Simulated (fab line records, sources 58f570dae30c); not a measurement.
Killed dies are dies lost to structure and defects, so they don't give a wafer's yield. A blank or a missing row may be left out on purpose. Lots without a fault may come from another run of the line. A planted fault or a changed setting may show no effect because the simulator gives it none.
One fault seen from 2 desks | flow berkeley_cmos170 | each desk has only its own numbers; what lay behind them comes last

THE TOOL OWNER'S DESK: pecvd-02
The tool's own readings at UCB170_V1_CVD_00 (deposits SiO2 from TEOS/O2, target thk 2000 nm, time 250 s): means of the sampled wafers that have a number, for each lot that ran on this tool. A lot is out of limits, marked OUT, if its mean lies more than 4 standard deviations from the usual mean; the brackets give that distance.
Columns: A = heater_power_w at UCB170_V1_CVD_00, usual 264 W; B = pressure_mtorr at UCB170_V1_CVD_00, usual 9000 mTorr; C = run_length_s at UCB170_V1_CVD_00, usual 277.6 s
lot  | first seen here | A   | B    | C
L997 | day 7 07:16     | 321 | 9010 | 277.5
L100 | day 7 17:12     | 276 | 8989 | 277.7
L105 | day 9 00:14     | 325 | 9015 | 277.2
L109 | day 9 00:28     | 321 | 9009 | 277.4
L114 | day 11 04:31    | 229 | 9008 | 437.6 (+99 or more) OUT
L118 | day 11 21:39    | 224 | 8954 | 438.6 (+99 or more) OUT
This desk's finding: out of limits on L114, L118; first on L114, day 11 04:31 (run_length_s at UCB170_V1_CVD_00). In limits: L997, L100, L105, L109.

THE METROLOGY DESK
What the gauges read, lot by lot, whatever tool the lot ran on: means of the sampled wafers that have a number. A lot is out of limits, marked OUT, if its mean lies more than 4 standard deviations from the usual mean; the brackets give that distance.
Columns: A = cd_nm at UCB170_CONTACT_CD_MEAS_15, usual 700.3 nm; B = M1_OVL at UCB170_M1_OVL_MEAS_10, usual 0 nm; C = V1_TEOS_THK at UCB170_V1_THK_MEAS_01, usual 2001 nm
lot  | first seen here | A     | B  | C
L996 | day 7 00:41     | 698.9 | 5  | 2021
L998 | day 7 01:39     | 699.5 | 7  | 1990
L997 | day 7 01:54     | 700.3 | -0 | 1982
L100 | day 7 11:59     | 700.8 | 11 | 2001
L102 | day 8 05:19     | 700.9 | 1  | 1998
L105 | day 8 15:21     | 700.0 | -1 | 2004
L108 | day 8 17:53     | 701.1 | -2 | 1970
L109 | day 8 18:03     | 700.6 | -1 | 2024
L104 | day 8 18:17     | 702.2 | -1 | 1993
L106 | day 8 18:24     | 698.7 | -2 | 2010
L111 | day 9 16:07     | 698.8 | -3 | 2014
L114 | day 10 21:56    | 702.0 | -2 | 3224 (+38) OUT
L115 | day 10 22:10    | 700.4 | 1  | 2038
L118 | day 11 15:07    | 700.7 | 0  | 3281 (+40) OUT
This desk's finding: out of limits on L114, L118; first on L114, day 11 04:38 (V1_TEOS_THK at UCB170_V1_THK_MEAS_01). In limits: L996, L998, L997, L100, L102, L105, L108, L109, L104, L106, L111, L115.

PUT TOGETHER
The tool owner's desk could have raised an alarm at day 11 04:31, on L114, L118.
The metrology desk could have raised an alarm at day 11 04:38, on L114, L118.
Of the lots named, all ran UCB170_V1_CVD_00 on pecvd-02.

WHAT THE SIMULATOR HAD PUT IN
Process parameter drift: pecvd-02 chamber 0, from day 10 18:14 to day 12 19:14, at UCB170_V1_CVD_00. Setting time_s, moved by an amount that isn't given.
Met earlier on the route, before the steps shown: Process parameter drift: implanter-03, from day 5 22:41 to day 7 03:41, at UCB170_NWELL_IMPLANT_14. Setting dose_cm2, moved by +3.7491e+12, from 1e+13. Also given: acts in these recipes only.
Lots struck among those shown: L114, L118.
Hours from the fault's start to each desk's first reading out of limits: the tool owner's desk, 10; the metrology desk, 10.
